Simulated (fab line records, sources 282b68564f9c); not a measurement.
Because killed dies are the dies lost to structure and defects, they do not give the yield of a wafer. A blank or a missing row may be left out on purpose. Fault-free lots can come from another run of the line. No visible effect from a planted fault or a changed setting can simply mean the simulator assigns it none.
Check for tools in common -- flow rit-cmos -- 45 wafers sampled across 15 lots

WHAT PROMPTED THE OPENING
Of 15 lots, 3 have the reading PRETRO_TW flagged at RIT_PRETRO_TW_MEAS_10. Wafers without a fault read 475, standard deviation 4.5.
Rule: flag the lot when none of its wafers has a number, or when each of its wafers that has one lies beyond 4 standard deviations from that mean. The other lots count as sound.

lot,measured,on,"PRETRO_TW, wafer by wafer",flag
L489,day 2 08:00,film-metro-02,470 472 473,
L490,day 2 12:01,film-metro-02,471 474 474,
L491,day 2 17:19,film-metro-04,484 481 486,
L492,day 3 00:04,film-metro-03,471 470 471,
L493,day 3 05:23,film-metro-04,482 482 478,
L494,day 3 09:52,film-metro-02,473 474 473,
L497,day 4 01:11,film-metro-02,473 472 474,
L498,day 4 04:18,film-metro-04,485 483 485,
L499,day 4 09:55,film-metro-03,473 472 473,
L500,day 4 16:11,film-metro-04,484 483 482,
L504,day 5 12:29,film-metro-02,501 504 504,FLAGGED
L505,day 5 17:38,film-metro-02,500 500 499,FLAGGED
L506,day 5 21:37,film-metro-03,469 472 469,
L507,day 6 01:01,film-metro-02,500 499 502,FLAGGED
L509,day 6 12:05,film-metro-04,475 478 476,
The numbers of the flagged lots are 501 on average: +26 against the usual, or +6 standard deviations.

TOOL THAT RAN EACH LOT
The record keeps 1 process step preceding the reading, out of 202 steps on the route. Cell contents, in order: the tool; ch with the chambers the sampled wafers went through; the start.
lot,flag,RIT_PRETRO_IMPLANT_08
L489,,"implanter-03 ch 0, day 2 07:43"
L490,,"implanter-03 ch 0, day 2 11:42"
L491,,"implanter-03 ch 0, day 2 17:01"
L492,,"implanter-04 ch 0, day 2 23:46"
L493,,"implanter-02 ch 0, day 3 05:04"
L494,,"implanter-03 ch 0, day 3 09:33"
L497,,"implanter-02 ch 0, day 4 00:53"
L498,,"implanter-04 ch 0, day 4 04:01"
L499,,"implanter-04 ch 0, day 4 09:35"
L500,,"implanter-02 ch 0, day 4 15:53"
L504,FLAGGED,"implanter-02 ch 0, day 5 12:10"
L505,FLAGGED,"implanter-02 ch 0, day 5 17:19"
L506,,"implanter-03 ch 0, day 5 21:17"
L507,FLAGGED,"implanter-02 ch 0, day 6 00:41"
L509,,"implanter-03 ch 0, day 6 11:45"
What is done by these steps:
- RIT_PRETRO_IMPLANT_08
- RIT_PRETRO_TW_MEAS_10

FLAGGED OVER TOTAL, TOOL BY TOOL (the gauges that took the reading come last)
step,tool,lots run,flagged,share of the flagged lots,sound lots run after its first flagged lot
RIT_PRETRO_IMPLANT_08,implanter-02,6,3,all,0
RIT_PRETRO_IMPLANT_08,implanter-03,6,0,none,-
RIT_PRETRO_IMPLANT_08,implanter-04,3,0,none,-
RIT_PRETRO_TW_MEAS_10,film-metro-02,7,3,all,0
RIT_PRETRO_TW_MEAS_10,film-metro-03,3,0,none,-
RIT_PRETRO_TW_MEAS_10,film-metro-04,5,0,none,-

WHAT IS ALLOWED BY THE TABLE
Every flagged lot went through 2 rows of the table: implanter-02 at RIT_PRETRO_IMPLANT_08 and film-metro-02 at RIT_PRETRO_TW_MEAS_10.
- implanter-02 at RIT_PRETRO_IMPLANT_08 ran 6 lots, 3 of them flagged. Its last sound lot is L500 (day 4 15:53), its first flagged lot L504 (day 5 12:10): a fault that began between those two fits. Its own readings lie more than 4 standard deviations out on every wafer of the flagged lots: beam-on-s, end-station-pressure-torr, faraday-current-uA.
- film-metro-02 at RIT_PRETRO_TW_MEAS_10 ran 7 lots, 3 of them flagged. Its last sound lot is L497 (day 4 01:11), its first flagged lot L504 (day 5 12:29): a fault that began between those two fits.
These 2 tools cannot be told apart by counting lots, since each of them fits a fault that started at some hour. More lots, or a look at what each step does to the wafer, might.

WHAT THE SIMULATOR HAD PUT IN
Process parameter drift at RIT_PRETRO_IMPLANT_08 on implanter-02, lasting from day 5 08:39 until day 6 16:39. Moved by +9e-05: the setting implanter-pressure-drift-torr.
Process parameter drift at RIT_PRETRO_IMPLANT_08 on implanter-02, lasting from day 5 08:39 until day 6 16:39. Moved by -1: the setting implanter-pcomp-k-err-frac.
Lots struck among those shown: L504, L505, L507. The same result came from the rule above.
